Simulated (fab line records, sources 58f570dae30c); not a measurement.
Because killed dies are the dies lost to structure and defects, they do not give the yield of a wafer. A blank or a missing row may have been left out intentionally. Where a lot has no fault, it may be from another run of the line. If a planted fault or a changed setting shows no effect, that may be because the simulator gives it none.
Which of the tools did it?    flow berkeley-cmos170    13 lots, 39 wafers sampled, at 6 steps of a route of 331

## WHAT THE GAUGES SHOWED, per wafer
UCB170_SPACER_THK_MEAS_01.
lot   measured      on             SPACER_TEOS_THK (nm)
L584  day 6 16:48   film-metro-04  377 373 378
L586  day 7 05:11   film-metro-04  380 375 385
L588  day 7 10:16   film-metro-02  379 376 383
L587  day 7 11:28   film-metro-02  378 380 385
L590  day 7 15:03   film-metro-01  372 385 382
L594  day 8 12:02   film-metro-04  375 379 376
L592  day 8 12:06   film-metro-01  377 377 374
L595  day 8 19:37   film-metro-01  375 375 378
L599  day 9 04:38   film-metro-04  373 381 385
L600  day 9 13:59   film-metro-04  376 384 378
L602  day 10 01:54  film-metro-02  374 380 376
L604  day 10 07:28  film-metro-02  371 377 380
L605  day 10 16:51  film-metro-02  372 376 384

UCB170_NSD_CD_MEAS_06 targets a cd of 1200 nm.
lot   measured      on         cd-nm (nm)
L584  day 6 23:43   cd-sem-01  1199.5 1201.4 1199.9
L586  day 7 13:04   cd-sem-02  1201.9 1201.4 1201.2
L588  day 7 16:15   cd-sem-02  1196.8 1198.6 1199.5
L587  day 7 18:16   cd-sem-01  1199.9 1200.9 1202.3
L590  day 7 22:23   cd-sem-02  1199.0 1197.9 1198.3
L594  day 8 20:04   cd-sem-01  1199.2 1198.3 1199.5
L592  day 8 19:58   cd-sem-02  1198.3 1196.7 1197.6
L595  day 9 02:20   cd-sem-01  1200.9 1201.3 1200.9
L599  day 9 11:36   cd-sem-01  1200.2 1199.6 1201.3
L600  day 9 21:39   cd-sem-01  1199.4 1200.1 1199.0
L602  day 10 09:15  cd-sem-01  1202.2 1202.4 1202.4
L604  day 10 13:08  cd-sem-02  1198.7 1199.1 1199.8
L605  day 11 02:17  cd-sem-01  1199.9 1199.3 1198.2

UCB170_SILICIDE_RS_MEAS_02: measures by four-point-probe.
lot   measured      on             SILICIDE_TI_RS (ohm/sq)
L584  day 7 02:04   film-metro-01  26.5 26.3 26.6
L586  day 7 17:24   film-metro-02  26.0 26.3 26.4
L588  day 7 18:28   film-metro-03  26.0 26.2 25.9
L587  day 7 20:22   film-metro-01  25.9 25.4 26.0
L590  day 8 00:45   film-metro-01  25.9 25.7 25.7
L594  day 8 23:19   film-metro-02  26.5 26.4 26.5
L592  day 8 23:11   film-metro-03  26.0 26.2 26.0
L595  day 9 04:24   film-metro-01  25.7 32.9 25.9 25.9 33.3 26.1
L599  day 9 13:55   film-metro-02  26.7 26.5 26.7
L600  day 10 00:42  film-metro-01  26.4 26.1 26.1
L602  day 10 11:51  film-metro-02  26.6 26.4 26.5
L604  day 10 15:50  film-metro-02  25.9 25.8 25.9
L605  day 11 04:29  film-metro-02  25.9 25.9 25.8

UCB170_SILICIDE_THK_MEAS_03: measures by xrf.
lot   measured      on             SILICIDE_TI_THK (nm)
L584  day 7 02:10   film-metro-01  30.1 30.3 30.0
L586  day 7 17:31   film-metro-02  30.3 29.7 29.9
L588  day 7 18:35   film-metro-03  30.2 29.8 30.2
L587  day 7 20:28   film-metro-01  30.7 31.1 30.4
L590  day 8 00:52   film-metro-01  30.7 30.9 30.7
L594  day 8 23:26   film-metro-02  29.9 29.8 29.9
L592  day 8 23:19   film-metro-03  30.4 30.2 30.3
L595  day 9 06:11   film-metro-01  30.9 26.1 30.5 30.7 26.1 30.7
L599  day 9 14:02   film-metro-02  29.7 29.9 29.8
L600  day 10 00:48  film-metro-01  30.2 30.3 30.5
L602  day 10 11:57  film-metro-02  29.7 29.9 29.7
L604  day 10 15:56  film-metro-02  30.2 30.5 30.2
L605  day 11 04:37  film-metro-02  30.3 30.2 30.4

UCB170_M1_OVL_MEAS_10.
lot   measured      on          M1_OVL (nm)
L584  day 7 11:53   overlay-01  1 7 3
L586  day 7 23:46   overlay-02  6 6 -1
L588  day 8 02:23   overlay-02  -9 1 -6
L587  day 8 03:16   overlay-01  0 -4 1
L590  day 8 07:51   overlay-01  0 2 6
L594  day 9 07:26   overlay-02  -2 -4 -4
L592  day 9 07:13   overlay-01  4 0 -6
L595  day 9 15:16   overlay-01  -5 -5 -8
L599  day 10 00:35  overlay-02  1 -3 -5
L600  day 10 07:58  overlay-01  -6 -3 -3
L602  day 10 20:37  overlay-02  5 6 2
L604  day 11 03:19  overlay-02  -8 -5 -8
L605  day 11 10:29  overlay-02  -3 -2 -3

## EACH LOT AND THE TOOL THAT RAN IT (in order: tool; ch and the chambers of the sampled wafers; start)
lot   UCB170_SILICIDE_SPUTTER_01
L584  pvd-sputter-01, day 7 01:57
L586  pvd-sputter-03, day 7 17:22
L588  pvd-sputter-04, day 7 18:25
L587  pvd-sputter-03, day 7 20:19
L590  pvd-sputter-04, day 8 00:42
L594  pvd-sputter-01, day 8 23:17
L592  pvd-sputter-03, day 8 23:10
L595  pvd-sputter-04, day 9 04:22
L599  pvd-sputter-01, day 9 13:48
L600  pvd-sputter-01, day 10 00:38
L602  pvd-sputter-01, day 10 11:47
L604  pvd-sputter-03, day 10 15:46
L605  pvd-sputter-01, day 11 04:28
- UCB170_SILICIDE_SPUTTER_01: material Ti, target thk 30 nm, time 25 s.

## WHAT THE TOOLS THEMSELVES READ (means of the sampled wafers that have a number; where no wafer has one, the mark that the record gives instead)
UCB170_SILICIDE_SPUTTER_01.
lot   tool            throttle-valve-pct (%)
L584  pvd-sputter-01  29.2
L586  pvd-sputter-03  29.6
L588  pvd-sputter-04  30.4
L587  pvd-sputter-03  29.5
L590  pvd-sputter-04  30.7
L594  pvd-sputter-01  29.3
L592  pvd-sputter-03  30.0
L595  pvd-sputter-04  30.1
L599  pvd-sputter-01  30.3
L600  pvd-sputter-01  29.2
L602  pvd-sputter-01  29.9
L604  pvd-sputter-03  29.8
L605  pvd-sputter-01  29.7

## THE ANSWER, worked out from the rows above alone
Rule: the usual values come from the lots themselves. Put in order of their means at a reading, lots are off if they are a third of the lots or fewer, leave a main group of 4 or more, and stand apart from it by a gap of 3 or more times the standard deviation of the main group's means; of several such gaps the widest counts. If all means in a main group match to the digits the tables above print for the reading, that group is not used. A lot without any number at a reading at which 4 lots or more have one is off too. The other lots that the step has rows for count as sound. After the gauges, taken in route order, come the tools' own readings; for these a lot's mean is taken, as printed above. At the first step where some lot is off, the reading lying furthest off is the one used; lots without a number count as furthest.
Off: L595, at UCB170_SILICIDE_RS_MEAS_02 (SILICIDE_TI_RS). Main group: mean 26.2 ohm/sq, sd 0.29.
If a tool, at a process step before that reading, ran all the lots that are off and no sound lot after the first of them, it fits. Those tools and the gauges at UCB170_SILICIDE_RS_MEAS_02 are tried in the same way. One fits: pvd-sputter-04 at UCB170_SILICIDE_SPUTTER_01. Its last sound lot is L590 (day 8 00:42), its first lot that is off L595 (day 9 04:22): a fault that began between those two fits.

## WHAT HAD BEEN PUT IN BY THE SIMULATOR
Site profile drift: pvd-sputter-04, from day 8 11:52 on, at UCB170_SILICIDE_SPUTTER_01. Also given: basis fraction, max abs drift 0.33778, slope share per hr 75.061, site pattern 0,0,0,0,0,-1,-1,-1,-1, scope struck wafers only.
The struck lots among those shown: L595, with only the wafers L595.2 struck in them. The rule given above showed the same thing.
